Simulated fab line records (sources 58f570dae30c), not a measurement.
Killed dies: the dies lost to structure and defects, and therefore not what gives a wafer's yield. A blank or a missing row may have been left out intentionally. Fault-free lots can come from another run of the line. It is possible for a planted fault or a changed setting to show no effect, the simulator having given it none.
Check for tools in common :: flow berkeley cmos170 :: 14 lots, 42 wafers sampled

WHY IT WAS OPENED
UCB170_PWELL_THK_MEAS_06, reading PWELL_NITRIDE_THK: flagged on 2 of 14 lots. Fault-free wafers read 220.5 nm, with a standard deviation of 1.8.
Rule: flag the lot when none of its wafers has a number, or when each of its wafers that has one lies beyond 4 standard deviations from that mean. The rest of the lots are taken to be sound.

lot: L308
measured: day 3 01:37
on: film metro-04
PWELL_NITRIDE_THK (nm), wafer by wafer: 224.6 223.5 224.1
flag: 

lot: L309
measured: day 3 01:37
on: film metro-02
PWELL_NITRIDE_THK (nm), wafer by wafer: 222.8 223.4 222.1
flag: 

lot: L310
measured: day 3 11:08
on: film metro-02
PWELL_NITRIDE_THK (nm), wafer by wafer: 223.8 222.6 222.7
flag: 

lot: L311
measured: day 3 16:06
on: film metro-01
PWELL_NITRIDE_THK (nm), wafer by wafer: 219.8 220.2 220.4
flag: 

lot: L312
measured: day 3 17:23
on: film metro-01
PWELL_NITRIDE_THK (nm), wafer by wafer: 220.1 221.9 221.9
flag: 

lot: L313
measured: day 3 21:58
on: film metro-01
PWELL_NITRIDE_THK (nm), wafer by wafer: 218.5 218.3 216.5
flag: 

lot: L315
measured: day 4 12:37
on: film metro-04
PWELL_NITRIDE_THK (nm), wafer by wafer: 222.4 223.2 223.9
flag: 

lot: L316
measured: day 4 12:37
on: film metro-02
PWELL_NITRIDE_THK (nm), wafer by wafer: 220.9 220.8 221.0
flag: 

lot: L314
measured: day 4 12:37
on: film metro-01
PWELL_NITRIDE_THK (nm), wafer by wafer: 219.1 221.1 221.4
flag: 

lot: L321
measured: day 5 17:59
on: film metro-04
PWELL_NITRIDE_THK (nm), wafer by wafer: 220.4 221.2 219.9
flag: 

lot: L323
measured: day 6 01:26
on: film metro-02
PWELL_NITRIDE_THK (nm), wafer by wafer: 177.5 177.3 174.5
flag: FLAGGED

lot: L324
measured: day 6 11:17
on: film metro-01
PWELL_NITRIDE_THK (nm), wafer by wafer: 220.0 220.6 217.7
flag: 

lot: L325
measured: day 6 18:04
on: film metro-01
PWELL_NITRIDE_THK (nm), wafer by wafer: 178.1 179.5 179.7
flag: FLAGGED

lot: L330
measured: day 7 19:46
on: film metro-01
PWELL_NITRIDE_THK (nm), wafer by wafer: 218.7 221.3 219.0
flag: 
Average over the flagged lots: 177.8 nm; offset from the usual -42.7 nm, equal to -24 standard deviations.

EACH LOT AND THE TOOL IT RAN ON
The record holds 1 process step before the reading, out of a route of 331 steps. Every cell lists first the tool, next ch and the chambers used by the sampled wafers, and last the start.
lot: L308
flag: 
UCB170_PWELL_CVD_05: lpcvd-01 ch 0, day 2 23:41

lot: L309
flag: 
UCB170_PWELL_CVD_05: lpcvd-01 ch 0, day 2 23:41

lot: L310
flag: 
UCB170_PWELL_CVD_05: lpcvd-01 ch 0, day 3 08:15

lot: L311
flag: 
UCB170_PWELL_CVD_05: lpcvd-01 ch 1, day 3 13:14

lot: L312
flag: 
UCB170_PWELL_CVD_05: lpcvd-02 ch 0, day 3 15:26

lot: L313
flag: 
UCB170_PWELL_CVD_05: lpcvd-02 ch 0, day 3 20:04

lot: L315
flag: 
UCB170_PWELL_CVD_05: lpcvd-02 ch 1, day 4 10:42

lot: L316
flag: 
UCB170_PWELL_CVD_05: lpcvd-02 ch 1, day 4 10:42

lot: L314
flag: 
UCB170_PWELL_CVD_05: lpcvd-02 ch 0, day 4 10:42

lot: L321
flag: 
UCB170_PWELL_CVD_05: lpcvd-02 ch 1, day 5 16:04

lot: L323
flag: FLAGGED
UCB170_PWELL_CVD_05: lpcvd-01 ch 1, day 5 23:31

lot: L324
flag: 
UCB170_PWELL_CVD_05: lpcvd-02 ch 1, day 6 09:23

lot: L325
flag: FLAGGED
UCB170_PWELL_CVD_05: lpcvd-01 ch 0, day 6 16:08

lot: L330
flag: 
UCB170_PWELL_CVD_05: lpcvd-02 ch 1, day 7 16:53
What the steps here do:
- UCB170_PWELL_CVD_05: deposits Si3N4 from SiH2Cl2/NH3, target thk 220 nm, time 3300 s.
- UCB170_PWELL_THK_MEAS_06

FLAGGED OVER TOTAL, TOOL BY TOOL (the gauges that took the reading come last)
step: UCB170_PWELL_CVD_05
tool: lpcvd-01
lots run: 6
flagged: 2
share of the flagged lots: all
sound lots run after its first flagged lot: 0

step: UCB170_PWELL_CVD_05
tool: lpcvd-02
lots run: 8
flagged: 0
share of the flagged lots: none
sound lots run after its first flagged lot: -

step: UCB170_PWELL_THK_MEAS_06
tool: film metro-01
lots run: 7
flagged: 1
share of the flagged lots: some
sound lots run after its first flagged lot: 1 (L330)

step: UCB170_PWELL_THK_MEAS_06
tool: film metro-02
lots run: 4
flagged: 1
share of the flagged lots: some
sound lots run after its first flagged lot: 0

step: UCB170_PWELL_THK_MEAS_06
tool: film metro-04
lots run: 3
flagged: 0
share of the flagged lots: none
sound lots run after its first flagged lot: -

WHAT IS ALLOWED BY THE TABLE
In the table, 1 row covers all flagged lots: lpcvd-01 at UCB170_PWELL_CVD_05.
- lpcvd-01 at UCB170_PWELL_CVD_05: 2 of its 6 lots flagged. Its last sound lot is L311 (day 3 13:14), its first flagged lot L323 (day 5 23:31): a fault that began between those two fits. Its own readings (pressure mtorr) fall more than 4 standard deviations out on all wafers of the flagged lots.
One tool is left: lpcvd-01 at UCB170_PWELL_CVD_05.

WHAT WAS PUT IN BY THE SIMULATOR
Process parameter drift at UCB170_PWELL_CVD_05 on lpcvd-01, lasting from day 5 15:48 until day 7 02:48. A move of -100 in setting pressure mtorr, from 200. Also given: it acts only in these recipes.
Shown lots that were struck: L323, L325. The same result came from the rule above.
